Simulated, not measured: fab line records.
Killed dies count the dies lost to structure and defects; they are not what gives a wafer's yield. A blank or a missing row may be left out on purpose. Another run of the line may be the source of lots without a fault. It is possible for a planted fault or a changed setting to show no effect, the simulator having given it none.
Comparing a struck lot with a sound one + flow ritCmos + 15 out of 202 route steps
Sound: wafers L426.4, L426.5, L426.6. Wafers L435.3, L435.4, L435.6 were the ones struck. The cause comes at the end.
Each step with rows lists, per side, the tool, then ch with its chambers, then its first start. Under that, the readings that differ: sound wafers + struck wafers + difference of the means + sigmas: that difference in standard deviations of wafers without a fault.
alike: words and numbers the same on both sides, and readings whose means are apart by under 2 such deviations; not compared: readings that were withheld, readings missing a value for some wafer, numbers with overlapping values and no deviation given by the record, and bounds like >300 which may hide the same value.
Wherever a step has rows on one side only, a row that says differs or no value, or a row with sigmas, the two part there. Numbers that have no deviation but don't overlap get no sigmas and don't part them. A reading that every wafer of one side lacks parts them only if that side has two wafers or more.

RIT_NSD_OVL_MEAS_06:
  struck on overlay-01, day 5 09:58; sound on overlay-02, day 3 19:04
  alike: NSD_OVL
then, 2 steps without rows for these wafers: RIT_NSD_HARDBAKE_07 (time 60 s); RIT_NSD_IMPLANT_08.
RIT_NSD_STRIP_09: strips in O2, time 180 s.
  sound on plasmaAsher-03 ch 0,1, day 3 19:27; struck on plasmaAsher-01 ch 0,1, day 5 10:21
  alike: drypumpMotorCurrentA
  not compared: rfHoursCounterH
RIT_NSD_TW_MEAS_10:
  struck on filmMetro-03, day 5 10:29; sound on filmMetro-02, day 3 19:36
  alike: NSD_TW
then, 6 steps without rows for these wafers: RIT_PSD_HMDS_00 (prime time 60 s); RIT_PSD_COAT_01 (resist thk 1000 nm); RIT_PSD_SOFTBAKE_02 (time 60 s); RIT_PSD_EXPOSE_03 (exposes mask M10, target cd 40900 nm); RIT_PSD_PEB_04; RIT_PSD_DEVELOP_05 (develop time 50 s).
RIT_PSD_OVL_MEAS_06:
  struck on overlay-01, day 5 11:31; sound on overlay-01, day 3 21:01
  alike: PSD_OVL
RIT_PSD_HARDBAKE_07: time 60 s.
  sound on lithoTrack-01 ch 0, day 3 21:08; struck on lithoTrack-04 ch 0, day 5 11:35
| reading               | sound                | struck               | difference | sigmas |
|-----------------------|----------------------|----------------------|------------|--------|
| heaterPowerTotalW (W) | 62.50 62.58 62.48    | 63.65 63.72 63.75    | +1.19      | +25    |
| plateTempC (C)        | 140.26 140.01 140.11 | 141.91 141.99 141.99 | +1.84      | +12    |
after that, 1 step had no rows for these wafers: RIT_PSD_IMPLANT_08.
RIT_M1_PROBE_99:
  struck on prober-01, day 5 20:14; sound on prober-02, day 4 07:00
  alike: killedAtFrontEnd, killedDies, killedOpen, killedShort

## WHERE THEY PART
RIT_PSD_HARDBAKE_07 only, going by this record. Later steps at which nothing parts them and some readings are alike: RIT_M1_PROBE_99.

WHY: the cause the simulator had injected
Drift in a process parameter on lithoTrack-04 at RIT_PSD_HARDBAKE_07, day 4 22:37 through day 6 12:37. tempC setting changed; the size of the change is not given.
